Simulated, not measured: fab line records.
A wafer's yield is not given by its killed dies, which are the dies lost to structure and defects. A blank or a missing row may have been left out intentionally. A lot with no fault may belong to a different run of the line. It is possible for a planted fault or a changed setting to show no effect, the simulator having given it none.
Split-lot experiment || flow berkeley_cmos170 || 23 wafers read from 5 lots, route of 331 steps

SPLIT DETAILS
At UCB170_PWELL_COAT_08 (resist thk 900 nm), the setting resist_thk_nm was moved away from the recipe's 900 nm on 8 of the 23 wafers read, by -5.7% to +5.6%. The other wafers ran this setting at the recipe's value.

FROM SPLIT TO READING: 1 step shown by the file between the two
- UCB170_PWELL_DEVELOP_12: develop time 45 s (also split here: develop_time_s)

THE READING
KrF_of_PWELL_COAT_08.thk_nm (the simulator's own value, which no gauge read), in nm, at UCB170_PWELL_ETCH_14 (etches Si3N4 in CH3F/Ar/O2, stops on SiO2, target depth 242 nm, time 151 s). The file does not state a usual value for it. The 15 wafers here that ran the recipe average 723.5 nm, standard deviation 4 nm.

{"wafer": "L076.1", "tool, chamber at the split": "litho_track-02, 0", "resist_thk_nm as run, nm": 950.1, "against the recipe": "+5.6%", "KrF_of_PWELL_COAT_08.thk_nm, nm": 768.6, "against lot-mates on the recipe": "+44.1"}
{"wafer": "L076.2", "tool, chamber at the split": "litho_track-02, 0", "resist_thk_nm as run, nm": 950.1, "against the recipe": "+5.6%", "KrF_of_PWELL_COAT_08.thk_nm, nm": 773.5, "against lot-mates on the recipe": "+49.0"}
{"wafer": "L076.3", "tool, chamber at the split": "litho_track-02, 0", "resist_thk_nm as run, nm": 950.1, "against the recipe": "+5.6%", "KrF_of_PWELL_COAT_08.thk_nm, nm": 774.6, "against lot-mates on the recipe": "+50.1"}
{"wafer": "L076.4", "tool, chamber at the split": "litho_track-02, 0", "resist_thk_nm as run, nm": 900, "against the recipe": "recipe", "KrF_of_PWELL_COAT_08.thk_nm, nm": 722.6, "against lot-mates on the recipe": "-"}
{"wafer": "L076.6", "tool, chamber at the split": "litho_track-02, 0", "resist_thk_nm as run, nm": 900, "against the recipe": "recipe", "KrF_of_PWELL_COAT_08.thk_nm, nm": 726.5, "against lot-mates on the recipe": "-"}
{"wafer": "L078.1", "tool, chamber at the split": "litho_track-03, 0", "resist_thk_nm as run, nm": 900, "against the recipe": "recipe", "KrF_of_PWELL_COAT_08.thk_nm, nm": 722.5, "against lot-mates on the recipe": "-"}
{"wafer": "L078.2", "tool, chamber at the split": "litho_track-03, 0", "resist_thk_nm as run, nm": 931.7, "against the recipe": "+3.5%", "KrF_of_PWELL_COAT_08.thk_nm, nm": 765.3, "against lot-mates on the recipe": "+41.8"}
{"wafer": "L078.3", "tool, chamber at the split": "litho_track-03, 0", "resist_thk_nm as run, nm": 931.7, "against the recipe": "+3.5%", "KrF_of_PWELL_COAT_08.thk_nm, nm": 753.3, "against lot-mates on the recipe": "+29.8"}
{"wafer": "L078.4", "tool, chamber at the split": "litho_track-03, 0", "resist_thk_nm as run, nm": 931.7, "against the recipe": "+3.5%", "KrF_of_PWELL_COAT_08.thk_nm, nm": 758.7, "against lot-mates on the recipe": "+35.2"}
{"wafer": "L078.6", "tool, chamber at the split": "litho_track-03, 0", "resist_thk_nm as run, nm": 900, "against the recipe": "recipe", "KrF_of_PWELL_COAT_08.thk_nm, nm": 724.6, "against lot-mates on the recipe": "-"}
{"wafer": "L081.1", "tool, chamber at the split": "litho_track-01, 0", "resist_thk_nm as run, nm": 848.5, "against the recipe": "-5.7%", "KrF_of_PWELL_COAT_08.thk_nm, nm": 670.6, "against lot-mates on the recipe": -53.9}
{"wafer": "L081.2", "tool, chamber at the split": "litho_track-01, 0", "resist_thk_nm as run, nm": 900, "against the recipe": "recipe", "KrF_of_PWELL_COAT_08.thk_nm, nm": 730.7, "against lot-mates on the recipe": "-"}
{"wafer": "L081.4", "tool, chamber at the split": "litho_track-01, 0", "resist_thk_nm as run, nm": 848.5, "against the recipe": "-5.7%", "KrF_of_PWELL_COAT_08.thk_nm, nm": 675, "against lot-mates on the recipe": -49.5}
{"wafer": "L081.5", "tool, chamber at the split": "litho_track-01, 0", "resist_thk_nm as run, nm": 900, "against the recipe": "recipe", "KrF_of_PWELL_COAT_08.thk_nm, nm": 722.6, "against lot-mates on the recipe": "-"}
{"wafer": "L081.6", "tool, chamber at the split": "litho_track-01, 0", "resist_thk_nm as run, nm": 900, "against the recipe": "recipe", "KrF_of_PWELL_COAT_08.thk_nm, nm": 720.3, "against lot-mates on the recipe": "-"}
{"wafer": "L082.1", "tool, chamber at the split": "litho_track-01, 0", "resist_thk_nm as run, nm": 900, "against the recipe": "recipe", "KrF_of_PWELL_COAT_08.thk_nm, nm": 727.1, "against lot-mates on the recipe": "-"}
{"wafer": "L082.2", "tool, chamber at the split": "litho_track-01, 0", "resist_thk_nm as run, nm": 900, "against the recipe": "recipe", "KrF_of_PWELL_COAT_08.thk_nm, nm": 724, "against lot-mates on the recipe": "-"}
{"wafer": "L082.3", "tool, chamber at the split": "litho_track-01, 0", "resist_thk_nm as run, nm": 900, "against the recipe": "recipe", "KrF_of_PWELL_COAT_08.thk_nm, nm": 724.1, "against lot-mates on the recipe": "-"}
{"wafer": "L082.6", "tool, chamber at the split": "litho_track-01, 0", "resist_thk_nm as run, nm": 900, "against the recipe": "recipe", "KrF_of_PWELL_COAT_08.thk_nm, nm": 724.1, "against lot-mates on the recipe": "-"}
{"wafer": "L082.4", "tool, chamber at the split": "litho_track-01, 0", "resist_thk_nm as run, nm": 900, "against the recipe": "recipe", "KrF_of_PWELL_COAT_08.thk_nm, nm": 720.7, "against lot-mates on the recipe": "-"}
{"wafer": "L083.3", "tool, chamber at the split": "litho_track-02, 0", "resist_thk_nm as run, nm": 900, "against the recipe": "recipe", "KrF_of_PWELL_COAT_08.thk_nm, nm": 730.3, "against lot-mates on the recipe": "-"}
{"wafer": "L083.5", "tool, chamber at the split": "litho_track-02, 0", "resist_thk_nm as run, nm": 900, "against the recipe": "recipe", "KrF_of_PWELL_COAT_08.thk_nm, nm": 715.9, "against lot-mates on the recipe": "-"}
{"wafer": "L083.6", "tool, chamber at the split": "litho_track-02, 0", "resist_thk_nm as run, nm": 900, "against the recipe": "recipe", "KrF_of_PWELL_COAT_08.thk_nm, nm": 717.1, "against lot-mates on the recipe": "-"}

THE FIT
A straight line over all 23 wafers: KrF_of_PWELL_COAT_08.thk_nm changes by +9.01 nm for each +1% of resist_thk_nm; r = +0.99; the points scatter about the line by 4.3 nm.
The same after taking each lot's own level away (the mean of its wafers on the recipe; 23 wafers): +9 nm for each +1%; r = +0.99; scatter 4.3 nm.
That fit puts the effect of the largest move of resist_thk_nm on the reading at 52 nm.
The span of the lots' own levels, 721.10 to 724.55 nm, comes to 0.9 times the standard deviation stated above.
Hence the lot-to-lot level has little effect on the slope; both slopes agree.
Check: with one of the wafers moved furthest among these (-5.7%) left out of the fit, the line predicts -50.4 nm for it against its lot-mates. It came out at -53.9 nm against them.

OTHER SPLITS ON THESE WAFERS
Before the reading, these wafers also passed through other splits. Each is held against what the fit with the lots' levels taken away leaves over:
{"other split on the same wafers": "UCB170_NWELL_PEB_10 peb_temp_c", "wafers away from the commonest value": 7, "r with KrF_of_PWELL_COAT_08.thk_nm (lot level and that fit taken away)": -0.14}
{"other split on the same wafers": "UCB170_NWELL_ETCH_13 over_etch_frac", "wafers away from the commonest value": 8, "r with KrF_of_PWELL_COAT_08.thk_nm (lot level and that fit taken away)": "+0.18"}
{"other split on the same wafers": "UCB170_PWELL_DEVELOP_12 develop_time_s", "wafers away from the commonest value": 9, "r with KrF_of_PWELL_COAT_08.thk_nm (lot level and that fit taken away)": "+0.24"}

THE WHOLE CHAIN: every reading that the file lists as answering this split, in the file's order
{"step": "UCB170_PWELL_COAT_08", "what it does": "resist thk 900 nm", "reading": "KrF_of_PWELL_COAT_08.thk_nm (the simulator's own value, which no gauge read)", "change (the file's fit)": "+8.6 nm for each +1% of the setting", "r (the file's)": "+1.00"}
{"step": "UCB170_PWELL_ETCH_14", "what it does": "etches Si3N4 in CH3F/Ar/O2, stops on SiO2, target depth 242 nm, time 151 s", "reading": "KrF_of_PWELL_COAT_08.thk_nm (the simulator's own value, which no gauge read)", "change (the file's fit)": "+9.02 nm for each +1% of the setting", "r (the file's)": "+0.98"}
{"step": "UCB170_PWELL_STRIP_16", "what it does": "strips in O2", "reading": "strip_time_to_endpoint_s", "change (the file's fit)": "withheld for each +1% of the setting", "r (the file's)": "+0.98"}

FILE'S OWN FIT
KrF_of_PWELL_COAT_08.thk_nm changes by +9.02 nm for each +1% of resist_thk_nm, r = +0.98.
